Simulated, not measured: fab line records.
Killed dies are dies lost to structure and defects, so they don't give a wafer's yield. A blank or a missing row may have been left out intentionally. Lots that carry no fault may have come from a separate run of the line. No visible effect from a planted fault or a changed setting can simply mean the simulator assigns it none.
Struck lot and sound lot, side by side | flow berkeley_cmos170 | 29 out of 331 route steps
Sound: the wafers L685.4, L685.5, L685.6. The struck wafers were L692.1, L692.2, L692.6. The cause comes at the end.
At each step with rows: each side's tool, then ch and its chambers, then its first start. Under that, the readings that differ: sound wafers | struck wafers | difference of the means | sigmas: that difference in standard deviations of wafers without a fault.
alike: words and numbers the same on both sides, and readings whose means are apart by under 2 such deviations; not compared: readings that were withheld, readings missing a value for some wafer, numbers with overlapping values and no deviation given by the record, and bounds like >300 which may hide the same value.
The two part at a step that has a row with sigmas, a row that says differs or no value, or rows on one side only. When numbers do not overlap yet have no deviation, they are printed without sigmas and do not part them. A reading that every wafer of one side lacks parts them only if that side has two wafers or more.

UCB170_ACTIVE_THK_MEAS_03:
  sound on film_metro-03 at day 4 18:37; struck on film_metro-01 at day 6 04:07
  reading               | sound          | struck         | difference | sigmas
  ACTIVE_OXIDE_THK (nm) | 27.0 26.9 26.7 | 25.9 25.6 25.7 | -1.1       | -3
then, 2 steps without rows for these wafers: UCB170_ACTIVE_ANNEAL_04 (time 900 s); UCB170_ACTIVE_CVD_05 (deposits Si3N4 from SiH2Cl2/NH3, target thk 220 nm, time 3300 s).
UCB170_ACTIVE_THK_MEAS_06:
  sound on film_metro-03 at day 5 01:26; struck on film_metro-03 at day 6 11:20
  alike: ACTIVE_NITRIDE_THK
then, 6 steps without rows for these wafers: UCB170_ACTIVE_HMDS_07 (prime time 60 s); UCB170_ACTIVE_COAT_08 (resist thk 900 nm); UCB170_ACTIVE_SOFTBAKE_09 (time 60 s); UCB170_ACTIVE_EXPOSE_10 (exposes mask ACTIVE, target cd 1200 nm); UCB170_ACTIVE_PEB_11; UCB170_ACTIVE_DEVELOP_12 (develop time 45 s).
UCB170_ACTIVE_CD_MEAS_13: target cd 1200 nm.
  sound on cd_sem-02 at day 5 03:38; struck on cd_sem-02 at day 6 12:34
  reading    | sound                | struck               | difference | sigmas
  cd_nm (nm) | 1198.5 1196.7 1197.2 | 1201.3 1199.6 1200.2 | +2.9       | +2
UCB170_ACTIVE_OVL_MEAS_14:
  sound on overlay-01 at day 5 03:43; struck on overlay-02 at day 6 12:41
  reading         | sound    | struck | difference | sigmas
  ACTIVE_OVL (nm) | -5 -2 -4 | 13 7 6 | +12        | +3
UCB170_ACTIVE_ETCH_15: etches Si3N4 in CH3F/Ar/O2, stops on SiO2, target depth 242 nm, time 151 s.
  sound on rie_diel-01 ch 0,1,3, day 5 03:44; struck on rie_diel-04 ch 1,3, day 6 12:43
  reading                                       | sound             | struck            | difference | sigmas
  model.KrF_of_ACTIVE_COAT_08.thk_nm (nm)       | 720.2 724.3 723.4 | 654.9 655.9 655.8 | -67.1      |
  model.SiO2_of_ACTIVE_OXIDATION_02.thk_nm (nm) | 23.25 23.23 22.97 | 4.319 3.866 4.107 | -19.053    |
  alike: drypump_motor_current_A, oes_product_au, throttle_valve_pct
  not compared: rf_hours_counter_h
UCB170_ACTIVE_STRIP_16: strips in O2.
  sound on plasma_asher-04 ch 0,1, day 5 03:52; struck on plasma_asher-01 ch 0,1, day 6 12:49
  reading                      | sound             | struck            | difference | sigmas
  strip_time_to_endpoint_s (s) | 17.99 18.09 18.06 | 16.42 16.43 16.45 | -1.61      | -20
  alike: drypump_motor_current_A, o2_flow_sccm, oes_product_au
  not compared: rf_hours_counter_h
UCB170_ACTIVE_CD_MEAS_90: target cd 1200 nm.
  sound on cd_sem-01 at day 5 03:59; struck on cd_sem-01 at day 6 12:55
  alike: cd_nm
then, 7 steps without rows for these wafers: UCB170_ACTIVE_CLEAN_17 (cleans in SPM, time 600 s); UCB170_PFIELD_HMDS_00 (prime time 60 s); UCB170_PFIELD_COAT_01 (resist thk 900 nm); UCB170_PFIELD_SOFTBAKE_02 (time 60 s); UCB170_PFIELD_EXPOSE_03 (exposes mask PFIELD, target cd 1500 nm); UCB170_PFIELD_PEB_04; UCB170_PFIELD_DEVELOP_05 (develop time 45 s).
UCB170_PFIELD_OVL_MEAS_06:
  sound on overlay-01 at day 5 07:47; struck on overlay-01 at day 6 14:34
  alike: PFIELD_OVL
following that, these wafers have no rows for 1 step: UCB170_PFIELD_IMPLANT_07.
UCB170_PFIELD_STRIP_08: strips in O2.
  sound on plasma_asher-03 ch 0,1, day 5 07:59; struck on plasma_asher-04 ch 0,1, day 6 14:46
  alike: drypump_motor_current_A, o2_flow_sccm, oes_product_au, strip_time_to_endpoint_s
  not compared: rf_hours_counter_h
UCB170_PFIELD_TW_MEAS_09:
  sound on film_metro-04 at day 5 08:05; struck on film_metro-04 at day 6 14:52
  alike: PFIELD_TW
UCB170_FIELD_CLEAN_00: cleans in dHF, time 7.5 s.
  sound on wet_bench-04 ch 3, day 5 08:16; struck on wet_bench-03 ch 3, day 6 14:55
  reading                                       | sound            | struck           | difference | sigmas
  model.SiO2_of_ACTIVE_OXIDATION_02.thk_nm (nm) | 21.78 21.76 21.5 | 2.88 2.431 2.668 | -19.02     |
then, 1 step without rows for these wafers: UCB170_FIELD_OXIDATION_01 (target thk 558.3 nm, ox time 7200 s).
-- the record jumps here: 4 days lie between the struck wafers' starts before and after (it left off in module FIELD and takes up again in module M3, whose first step shown is number 331 of the route) --
UCB170_M3_PROBE_99:
  only the struck wafers here have rows in the record (prober-02, day 10 22:21); the sound ones have none

== WHERE THEY PART ==
First at UCB170_ACTIVE_THK_MEAS_03; last, within this record, at UCB170_M3_PROBE_99.

WHY: what had been put in by the simulator
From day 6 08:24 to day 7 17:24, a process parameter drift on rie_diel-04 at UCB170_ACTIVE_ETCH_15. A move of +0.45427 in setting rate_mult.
